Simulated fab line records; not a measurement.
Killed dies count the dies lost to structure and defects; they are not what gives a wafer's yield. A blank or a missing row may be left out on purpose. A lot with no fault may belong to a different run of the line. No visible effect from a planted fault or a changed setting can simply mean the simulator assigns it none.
fab line records | flow berkeley_cmos170
record: lots: 5 | wafers: 15 | last_day: 11
route steps=331 shown FIELD@95 SACOX@97 SCREENOX@100 NVT@104 PVT@115
lots with no fault: from the same line, run without faults
start_h: the number of hours between the record's first day and the start of the first shown wafer of the lot | wait_h: hours elapsed since this lot's preceding step | " the same as in the row above | L1.1+2: a row that stands for several wafers | - either no value or no given start | * or withheld: withheld | < > ~ a bound
route shown NAME@n: a module of which the file shows steps, and the number in the route of the first | usual: the fault-free wafers' mean and standard deviation | same: alike in all rows | chamber/n: place in a boat | sites: per-site readings | _std_site: the standard deviation of these | _edge_site: the outer-site mean with the inner-site mean subtracted | radius_mm: how far each site lies from the wafer's centre | mask NAME#n: copy n | behind: the tool/chamber that last shaped the wafer | hold: reason for holding the lot/hours on hold/outcome of the hold | device: which transistor (n, p or np) failed to switch | end of line: at the end of the route, the tests of the same wafers | step lacking rows: just its recipe | killed: at the first sort, the dies lost to defects and structure; wafer yield is something else | map: per-die view of a wafer (x killed, . not killed, _ where there is no die)
set.NAME: the setting as run; set.NAME@STEP: as run at that earlier step | model.NAME: the simulator's own value behind a step, which no gauge read
lots at selected steps of the route; one table per step, one row per wafer
services: from which hour (start_h, from the record's first day; less than 0 if before it) a tool's chamber was out of use, for how many hours, and why
== steps ==
step: UCB170_FIELD_WET_ETCH_06
recipe: chemistry: BOE | dilution: 5:1 | target: SiO2 | temp_c: 25 | time_s: 22
lot.wafer  | tool         | chamber | start_h | wait_h
L074.1+5+6 | wet_bench-03 | 1       | 91.62   | 0.1
L077.3+4+6 | wet_bench-03 | 1       | 114.87  | 0.0
L087.1+2+3 | wet_bench-01 | 0       | 157.98  | 0.0
L089.2+4+5 | wet_bench-03 | 1       | 164.38  | 0.0
L094.1+2+3 | wet_bench-03 | 0       | 193.87  | 0.0
step: UCB170_FIELD_THK_MEAS_90
recipe: reads: SiO2_of_FIELD_OXIDATION_01
usual: FIELD_OXIDE_LEFT_1_THK: 445/15
lot.wafer | tool          | chamber | start_h | wait_h | FIELD_OXIDE_LEFT_1_THK[nm]
L074.1    | film_metro-02 | -       | 91.63   | 0.0    | 447
L074.5    | "             | -       | "       | "      | 427
L074.6    | "             | -       | "       | "      | 445
L077.3    | film_metro-03 | -       | 114.91  | 0.0    | 451
L077.4    | "             | -       | "       | "      | 460
L077.6    | "             | -       | "       | "      | 459
L087.1    | film_metro-04 | -       | 158.00  | 0.0    | 442
L087.2    | "             | -       | "       | "      | 441
L087.3    | "             | -       | "       | "      | 445
L089.2    | film_metro-03 | -       | 164.41  | 0.0    | 452
L089.4    | "             | -       | "       | "      | 459
L089.5    | "             | -       | "       | "      | 456
L094.1    | film_metro-02 | -       | 193.88  | 0.0    | 435
L094.2    | "             | -       | "       | "      | 414
L094.3    | "             | -       | "       | "      | 416
step: UCB170_SACOX_CLEAN_00
recipe: chemistry: dHF | dilution: 25:1 | time_s: 7.5
lot.wafer  | tool         | chamber | start_h | wait_h
L074.1+5+6 | wet_bench-04 | 2       | 91.69   | 0.1
L077.3+4+6 | wet_bench-03 | 0       | 115.06  | 0.1
L087.1+2+3 | wet_bench-03 | 2       | 158.06  | 0.1
L089.2+4+5 | wet_bench-03 | 2       | 164.61  | 0.2
L094.1+2+3 | wet_bench-02 | 1       | 193.94  | 0.1
step: UCB170_SACOX_OXIDATION_01
recipe: temp_c: 900 | ambient: O2 | target_thk_a: 144 | ox_time_s: 2400
usual: ox_temp_c_max: 903.6/1.1
lot.wafer | tool       | chamber | start_h | wait_h | ox_temp_c_max
L074.1    | furnace-04 | 0       | 94.12   | 2.4    | 906.5
L074.5    | "          | 0       | "       | "      | 906.7
L074.6    | "          | 0       | "       | "      | 904.5
L077.3    | furnace-01 | 0       | 116.29  | 1.2    | 902.8
L077.4    | "          | 0       | "       | "      | 902.8
L077.6    | "          | 0       | "       | "      | 904.6
L087.1    | furnace-01 | 0       | 162.82  | 4.7    | 903.0
L087.2    | "          | 0       | "       | "      | 902.4
L087.3    | "          | 0       | "       | "      | 904.6
L089.2    | furnace-04 | 0       | 165.78  | 1.2    | 907.4
L089.4    | "          | 0       | "       | "      | 905.0
L089.5    | "          | 0       | "       | "      | 904.8
L094.1    | furnace-02 | 0       | 197.31  | 3.4    | 903.1
L094.2    | "          | 0       | "       | "      | 903.3
L094.3    | "          | 0       | "       | "      | 904.1
step: UCB170_SACOX_THK_MEAS_02
recipe: reads: SiO2_of_SACOX_OXIDATION_01
usual: SACOX_OXIDE_THK: 14.3/0.33
lot.wafer | tool          | chamber | start_h | wait_h | SACOX_OXIDE_THK[nm]
L074.1    | film_metro-03 | -       | 95.79   | 0.0    | 14.3
L074.5    | "             | -       | "       | "      | 14.2
L074.6    | "             | -       | "       | "      | 14.2
L077.3    | film_metro-03 | -       | 117.98  | 0.0    | 14.5
L077.4    | "             | -       | "       | "      | 14.3
L077.6    | "             | -       | "       | "      | 14.6
L087.1    | film_metro-04 | -       | 164.49  | 0.0    | 14.8
L087.2    | "             | -       | "       | "      | 14.7
L087.3    | "             | -       | "       | "      | 14.7
L089.2    | film_metro-01 | -       | 167.46  | 0.0    | 14.2
L089.4    | "             | -       | "       | "      | 14.0
L089.5    | "             | -       | "       | "      | 14.3
L094.1    | film_metro-01 | -       | 198.98  | 0.0    | 13.9
L094.2    | "             | -       | "       | "      | 14.1
L094.3    | "             | -       | "       | "      | 13.7
step: UCB170_SCREENOX_WET_ETCH_00
recipe: chemistry: dHF | dilution: 25:1 | target: SiO2 | temp_c: 25 | time_s: 200
lot.wafer  | tool         | chamber | start_h | wait_h
L074.1+5+6 | wet_bench-02 | 2       | 95.88   | 0.1
L077.3+4+6 | wet_bench-02 | 0       | 118.02  | 0.0
L087.1+2+3 | wet_bench-02 | 2       | 164.73  | 0.2
L089.2+4+5 | wet_bench-04 | 3       | 169.89  | 2.4
L094.1+2+3 | wet_bench-02 | 2       | 199.04  | 0.1
step: UCB170_SCREENOX_OXIDATION_01
recipe: temp_c: 900 | ambient: O2 | target_thk_a: 144 | ox_time_s: 2400
usual: ox_temp_c_max: 904.9/1.2
lot.wafer | tool       | chamber | start_h | wait_h | ox_temp_c_max
L074.1    | furnace-04 | 0       | 98.29   | 2.3    | 905.3
L074.5    | "          | 0       | "       | "      | 905.9
L074.6    | "          | 0       | "       | "      | 905.3
L077.3    | furnace-04 | 0       | 119.51  | 1.4    | 903.9
L077.4    | "          | 0       | "       | "      | 906.7
L077.6    | "          | 0       | "       | "      | 905.7
L087.1    | furnace-04 | 0       | 167.45  | 2.6    | 905.7
L087.2    | "          | 0       | "       | "      | 907.3
L087.3    | "          | 0       | "       | "      | 906.3
L089.2    | furnace-01 | 0       | 172.17  | 2.2    | 904.3
L089.4    | "          | 0       | "       | "      | 903.4
L089.5    | "          | 0       | "       | "      | 903.9
L094.1    | furnace-03 | 0       | 201.45  | 2.3    | 906.3
L094.2    | "          | 0       | "       | "      | 905.0
L094.3    | "          | 0       | "       | "      | 906.9
step: UCB170_SCREENOX_THK_MEAS_02
recipe: reads: SiO2_of_SCREENOX_OXIDATION_01
usual: SCREENOX_OXIDE_THK: 14.48/0.24
lot.wafer | tool          | chamber | start_h | wait_h | SCREENOX_OXIDE_THK[nm]
L074.1    | film_metro-04 | -       | 99.96   | 0.0    | 14.31
L074.5    | "             | -       | "       | "      | 14.43
L074.6    | "             | -       | "       | "      | 14.16
L077.3    | film_metro-01 | -       | 121.25  | 0.1    | 14.27
L077.4    | "             | -       | "       | "      | 14.51
L077.6    | "             | -       | "       | "      | 14.19
L087.1    | film_metro-01 | -       | 169.11  | 0.0    | 14.41
L087.2    | "             | -       | "       | "      | 14.30
L087.3    | "             | -       | "       | "      | 14.32
L089.2    | film_metro-01 | -       | 173.85  | 0.0    | 14.84
L089.4    | "             | -       | "       | "      | 14.86
L089.5    | "             | -       | "       | "      | 14.63
L094.1    | film_metro-04 | -       | 203.17  | 0.1    | 14.15
L094.2    | "             | -       | "       | "      | 14.40
L094.3    | "             | -       | "       | "      | 14.34
step: UCB170_SCREENOX_ANNEAL_03
recipe: temp_c: 900 | time_s: 900 | ambient: N2
lot.wafer  | tool       | chamber | start_h | wait_h
L074.1+5+6 | furnace-01 | 0       | 101.76  | 1.8
L077.3+4+6 | furnace-04 | 0       | 124.01  | 2.7
L087.1+2+3 | furnace-01 | 0       | 170.92  | 1.8
L089.2+4+5 | furnace-04 | 0       | 176.55  | 2.7
L094.1+2+3 | furnace-04 | 0       | 203.31  | 0.1
step: UCB170_NVT_HMDS_00
recipe: prime_time_s: 60 | prime_temp_c: 100
usual: exhaust_pa: 45.1/0.85
lot.wafer | tool           | chamber | start_h | wait_h | exhaust_pa
L074.1    | litho_track-04 | 0       | 103.09  | 0.1    | 45.5
L074.5    | "              | 0       | "       | "      | 45.5
L074.6    | "              | 0       | "       | "      | 45.0
L077.3    | litho_track-01 | 0       | 125.70  | 0.4    | 44.5
L077.4    | "              | 0       | "       | "      | 44.2
L077.6    | "              | 0       | "       | "      | 45.2
L087.1    | litho_track-04 | 0       | 172.17  | 0.0    | 44.8
L087.2    | "              | 0       | "       | "      | 44.5
L087.3    | "              | 0       | "       | "      | 44.8
L089.2    | litho_track-01 | 0       | 178.35  | 0.5    | 45.2
L089.4    | "              | 0       | "       | "      | 44.8
L089.5    | "              | 0       | "       | "      | 45.6
L094.1    | litho_track-01 | 0       | 205.04  | 0.5    | 44.1
L094.2    | "              | 0       | "       | "      | 43.9
L094.3    | "              | 0       | "       | "      | 43.9
step: UCB170_NVT_COAT_01
recipe: resist: KrF | spin_rpm: 1500 | resist_thk_nm: 900
usual: exhaust_pa: 45.0/0.81 | spin_speed_rpm: 1499.9/0.99
lot.wafer | tool           | chamber | start_h | wait_h | exhaust_pa | spin_speed_rpm
L074.1    | litho_track-04 | 0       | 103.24  | 0.1    | 44.3       | 1501.8
L074.5    | "              | 0       | "       | "      | 45.0       | 1501.8
L074.6    | "              | 0       | "       | "      | 43.7       | 1500.4
L077.3    | litho_track-01 | 0       | 125.85  | 0.1    | 44.4       | 1500.6
L077.4    | "              | 0       | "       | "      | 44.5       | 1501.8
L077.6    | "              | 0       | "       | "      | 44.8       | 1501.4
L087.1    | litho_track-04 | 0       | 172.32  | 0.1    | 43.7       | 1498.9
L087.2    | "              | 0       | "       | "      | 43.9       | 1499.8
L087.3    | "              | 0       | "       | "      | 44.5       | 1501.0
L089.2    | litho_track-01 | 0       | 178.50  | 0.1    | 45.0       | 1499.1
L089.4    | "              | 0       | "       | "      | 45.9       | 1499.4
L089.5    | "              | 0       | "       | "      | 44.9       | 1501.3
L094.1    | litho_track-01 | 0       | 205.19  | 0.1    | 44.0       | 1499.7
L094.2    | "              | 0       | "       | "      | 45.4       | 1500.4
L094.3    | "              | 0       | "       | "      | 44.4       | 1500.1
step: UCB170_NVT_SOFTBAKE_02
recipe: resist: KrF | temp_c: 130 | time_s: 60
usual: exhaust_pa: 44.9/0.83
lot.wafer | tool           | chamber | start_h | wait_h | exhaust_pa
L074.1    | litho_track-04 | 0       | 103.39  | 0.1    | 45.6
L074.5    | "              | 0       | "       | "      | 45.5
L074.6    | "              | 0       | "       | "      | 45.6
L077.3    | litho_track-01 | 0       | 126.00  | 0.1    | 44.9
L077.4    | "              | 0       | "       | "      | 45.4
L077.6    | "              | 0       | "       | "      | 45.9
L087.1    | litho_track-04 | 0       | 172.47  | 0.1    | 44.7
L087.2    | "              | 0       | "       | "      | 45.3
L087.3    | "              | 0       | "       | "      | 45.1
L089.2    | litho_track-01 | 0       | 178.65  | 0.1    | 45.1
L089.4    | "              | 0       | "       | "      | 46.5
L089.5    | "              | 0       | "       | "      | 45.5
L094.1    | litho_track-01 | 0       | 205.34  | 0.1    | 44.5
L094.2    | "              | 0       | "       | "      | 43.4
L094.3    | "              | 0       | "       | "      | 43.4
step: UCB170_NVT_EXPOSE_03
recipe: mask_id: PWELL | target_cd_nm: 3000 | na: 0.5 | sigma_outer: 0.6 | source_shape: conventional | dose_mj: 30
lot.wafer  | tool           | chamber | start_h | wait_h | mask
L074.1+5+6 | krf_scanner-01 | 0       | 103.67  | 0.2    | PWELL#0
L077.3+4+6 | krf_scanner-02 | 0       | 126.32  | 0.3    | PWELL#0
L087.1+2+3 | krf_scanner-01 | 0       | 172.62  | 0.1    | PWELL#0
L089.2+4+5 | krf_scanner-01 | 0       | 178.92  | 0.2    | PWELL#0
L094.1+2+3 | krf_scanner-02 | 0       | 205.49  | 0.1    | PWELL#0
step: UCB170_NVT_PEB_04
recipe: peb_temp_c: 130 | peb_time_s: withheld | resist: KrF
usual: exhaust_pa: 45.1/0.99
lot.wafer | tool           | chamber | start_h | wait_h | exhaust_pa
L074.1    | litho_track-01 | 0       | 103.78  | 0.1    | 45.2
L074.5    | "              | 0       | "       | "      | 44.4
L074.6    | "              | 0       | "       | "      | 45.9
L077.3    | litho_track-04 | 0       | 126.69  | 0.4    | 45.1
L077.4    | "              | 0       | "       | "      | 44.3
L077.6    | "              | 0       | "       | "      | 43.9
L087.1    | litho_track-03 | 0       | 172.98  | 0.3    | 44.7
L087.2    | "              | 0       | "       | "      | 46.2
L087.3    | "              | 0       | "       | "      | 45.9
L089.2    | litho_track-01 | 0       | 179.52  | 0.6    | 44.1
L089.4    | "              | 0       | "       | "      | 46.7
L089.5    | "              | 0       | "       | "      | 45.7
L094.1    | litho_track-01 | 0       | 206.39  | 0.9    | 44.9
L094.2    | "              | 0       | "       | "      | 45.8
L094.3    | "              | 0       | "       | "      | 44.9
step: UCB170_NVT_DEVELOP_05
recipe: developer: TMAH | develop_time_s: 45 | resist: KrF | dev_temp_c: 21
usual: exhaust_pa: 44.9/0.9
lot.wafer | tool           | chamber | start_h | wait_h | exhaust_pa
L074.1    | litho_track-01 | 0       | -       | -      | 46.1
L074.5    | "              | 0       | "       | "      | 45.6
L074.6    | "              | 0       | "       | "      | 44.0
L077.3    | litho_track-04 | 0       | -       | -      | 46.8
L077.4    | "              | 0       | "       | "      | 44.1
L077.6    | "              | 0       | "       | "      | 46.2
L087.1    | litho_track-03 | 0       | -       | -      | 45.1
L087.2    | "              | 0       | "       | "      | 46.6
L087.3    | "              | 0       | "       | "      | 45.5
L089.2    | litho_track-01 | 0       | -       | -      | 44.1
L089.4    | "              | 0       | "       | "      | 43.8
L089.5    | "              | 0       | "       | "      | 43.7
L094.1    | litho_track-01 | 0       | -       | -      | 44.4
L094.2    | "              | 0       | "       | "      | 44.7
L094.3    | "              | 0       | "       | "      | 46.0
step: UCB170_NVT_OVL_MEAS_06
usual: NVT_OVL: 3/5.1
lot.wafer | tool       | chamber | start_h | wait_h | NVT_OVL[nm]
L074.1    | overlay-01 | -       | 104.06  | -      | 5
L074.5    | "          | -       | "       | "      | 9
L074.6    | "          | -       | "       | "      | 6
L077.3    | overlay-01 | -       | 126.93  | -      | 7
L077.4    | "          | -       | "       | "      | 9
L077.6    | "          | -       | "       | "      | 11
L087.1    | overlay-01 | -       | 173.25  | -      | 1
L087.2    | "          | -       | "       | "      | -1
L087.3    | "          | -       | "       | "      | 6
L089.2    | overlay-02 | -       | 179.78  | -      | 7
L089.4    | "          | -       | "       | "      | 5
L089.5    | "          | -       | "       | "      | 7
L094.1    | overlay-01 | -       | 206.66  | -      | 0
L094.2    | "          | -       | "       | "      | 6
L094.3    | "          | -       | "       | "      | -5
step: UCB170_NVT_IMPLANT_07
recipe: species: BF2 | dose_cm2: 3e+12 | energy_kev: 50 | tilt_deg: 7
lot.wafer  | tool         | chamber | start_h | wait_h
L074.1+5+6 | implanter-04 | 0       | 104.09  | 0.0
L077.3+4+6 | implanter-04 | 0       | 127.00  | 0.1
L087.1+2+3 | implanter-02 | 0       | 173.29  | 0.0
L089.2+4+5 | implanter-03 | 0       | 179.83  | 0.0
L094.1+2+3 | implanter-04 | 0       | 206.70  | 0.0
step: UCB170_NVT_STRIP_08
recipe: chemistry: O2 | power_w: 400 | pressure_mtorr: 3500 | platen_temp_c: withheld | o2_flow_sccm: 400 | overash_fraction: 0.5
usual: drypump_motor_current_A: 5.8/0.46 | oes_product_au: 0.735/0.0047 | strip_time_to_endpoint_s: 21.64/0.056
lot.wafer | tool            | chamber | start_h | wait_h | drypump_motor_current_A | oes_product_au | rf_hours_counter_h | strip_time_to_endpoint_s
L074.1    | plasma_asher-04 | 1       | 104.24  | 0.1    | 6.0                     | 0.736          | 44                 | 21.58
L074.5    | "               | 1       | "       | "      | 6.0                     | 0.733          | -                  | 21.61
L074.6    | "               | 0       | "       | "      | 6.3                     | 0.725          | -                  | 21.55
L077.3    | plasma_asher-03 | 0       | 127.13  | 0.1    | 5.2                     | 0.734          | -                  | 21.67
L077.4    | "               | 1       | "       | "      | 5.3                     | 0.741          | -                  | 21.70
L077.6    | "               | 1       | "       | "      | 5.3                     | 0.737          | -                  | 21.65
L087.1    | plasma_asher-04 | 0       | 173.44  | 0.1    | 6.2                     | 0.734          | 6                  | 21.59
L087.2    | "               | 1       | "       | "      | 6.0                     | 0.728          | 6                  | 21.60
L087.3    | "               | 0       | "       | "      | 6.2                     | 0.734          | -                  | 21.65
L089.2    | plasma_asher-03 | 1       | 179.96  | 0.1    | 5.3                     | 0.733          | 44                 | 21.71
L089.4    | "               | 1       | "       | "      | 5.3                     | 0.733          | -                  | 21.68
L089.5    | "               | 1       | "       | "      | 5.3                     | 0.726          | -                  | 21.67
L094.1    | plasma_asher-03 | 0       | 206.85  | 0.1    | 5.2                     | 0.732          | 48                 | 21.57
L094.2    | "               | 1       | "       | "      | 5.4                     | 0.725          | 48                 | 21.60
L094.3    | "               | 1       | "       | "      | 5.3                     | 0.737          | -                  | 21.60
step: UCB170_NVT_TW_MEAS_09
usual: NVT_TW: 527/8.6
lot.wafer | tool          | chamber | start_h | wait_h | NVT_TW
L074.1    | film_metro-03 | -       | 104.34  | 0.1    | 518
L074.5    | "             | -       | "       | "      | 519
L074.6    | "             | -       | "       | "      | 518
L077.3    | film_metro-02 | -       | 127.22  | 0.1    | 528
L077.4    | "             | -       | "       | "      | 527
L077.6    | "             | -       | "       | "      | 528
L087.1    | film_metro-03 | -       | 173.54  | 0.1    | 519
L087.2    | "             | -       | "       | "      | 517
L087.3    | "             | -       | "       | "      | 520
L089.2    | film_metro-01 | -       | 180.07  | 0.1    | 537
L089.4    | "             | -       | "       | "      | 537
L089.5    | "             | -       | "       | "      | 538
L094.1    | film_metro-03 | -       | 206.95  | 0.1    | 520
L094.2    | "             | -       | "       | "      | 523
L094.3    | "             | -       | "       | "      | 520
step: UCB170_NVT_CLEAN_10
recipe: chemistry: SPM | temp_c: 120 | time_s: 600
lot.wafer  | tool         | chamber | start_h | wait_h
L074.1+5+6 | wet_bench-04 | 2       | 104.57  | 0.2
L077.3+4+6 | wet_bench-01 | 0       | 127.74  | 0.5
L087.1+2+3 | wet_bench-04 | 2       | 173.60  | 0.1
L089.2+4+5 | wet_bench-01 | 2       | 180.12  | 0.0
L094.1+2+3 | wet_bench-03 | 2       | 207.18  | 0.2
step: UCB170_PVT_HMDS_00
recipe: prime_time_s: 60 | prime_temp_c: 100
usual: exhaust_pa: 44.9/0.92
lot.wafer | tool           | chamber | start_h | wait_h | exhaust_pa
L074.1    | litho_track-04 | 0       | 104.78  | 0.0    | 45.4
L074.5    | "              | 0       | "       | "      | 44.5
L074.6    | "              | 0       | "       | "      | 45.6
L077.3    | litho_track-03 | 0       | 127.96  | 0.1    | 45.2
L077.4    | "              | 0       | "       | "      | 44.1
L077.6    | "              | 0       | "       | "      | 45.6
L087.1    | litho_track-04 | 0       | 174.25  | 0.5    | 44.5
L087.2    | "              | 0       | "       | "      | 44.2
L087.3    | "              | 0       | "       | "      | 43.4
L089.2    | litho_track-02 | 0       | 180.94  | 0.6    | 44.8
L089.4    | "              | 0       | "       | "      | 43.5
L089.5    | "              | 0       | "       | "      | 43.5
L094.1    | litho_track-02 | 0       | 207.94  | 0.6    | 46.1
L094.2    | "              | 0       | "       | "      | 45.5
L094.3    | "              | 0       | "       | "      | 46.8
== services ==
tool            | chamber | start_h | hours | kind
furnace-03      | -       | 73.86   | 3.3   | pm
krf_scanner-01  | -       | 83.45   | 3.1   | repair
krf_scanner-01  | -       | 86.51   | 4.4   | pm
krf_scanner-02  | -       | 90.93   | 1.3   | pm
plasma_asher-04 | -       | 108.75  | 9.0   | pm
plasma_asher-04 | 0       | 108.75  | 9.0   | vent_cycle
plasma_asher-04 | 1       | 108.75  | 9.0   | vent_cycle
implanter-04    | -       | 109.60  | 2.8   | repair
implanter-03    | -       | 115.84  | 2.1   | repair
plasma_asher-04 | 0       | 117.75  | -     | clean
plasma_asher-04 | 1       | 117.75  | -     | clean
implanter-03    | -       | 142.06  | 6.1   | pm
furnace-03      | -       | 142.17  | 3.5   | pm
furnace-01      | -       | 147.11  | 3.2   | pm
implanter-03    | -       | 159.60  | 6.2   | repair
furnace-04      | -       | 160.42  | 4.0   | pm
krf_scanner-01  | -       | 166.21  | 0.8   | pm
implanter-04    | -       | 172.55  | 3.4   | repair
krf_scanner-01  | -       | 179.62  | 1.0   | pm
krf_scanner-02  | -       | 197.13  | 0.8   | pm
== key ==
fault none
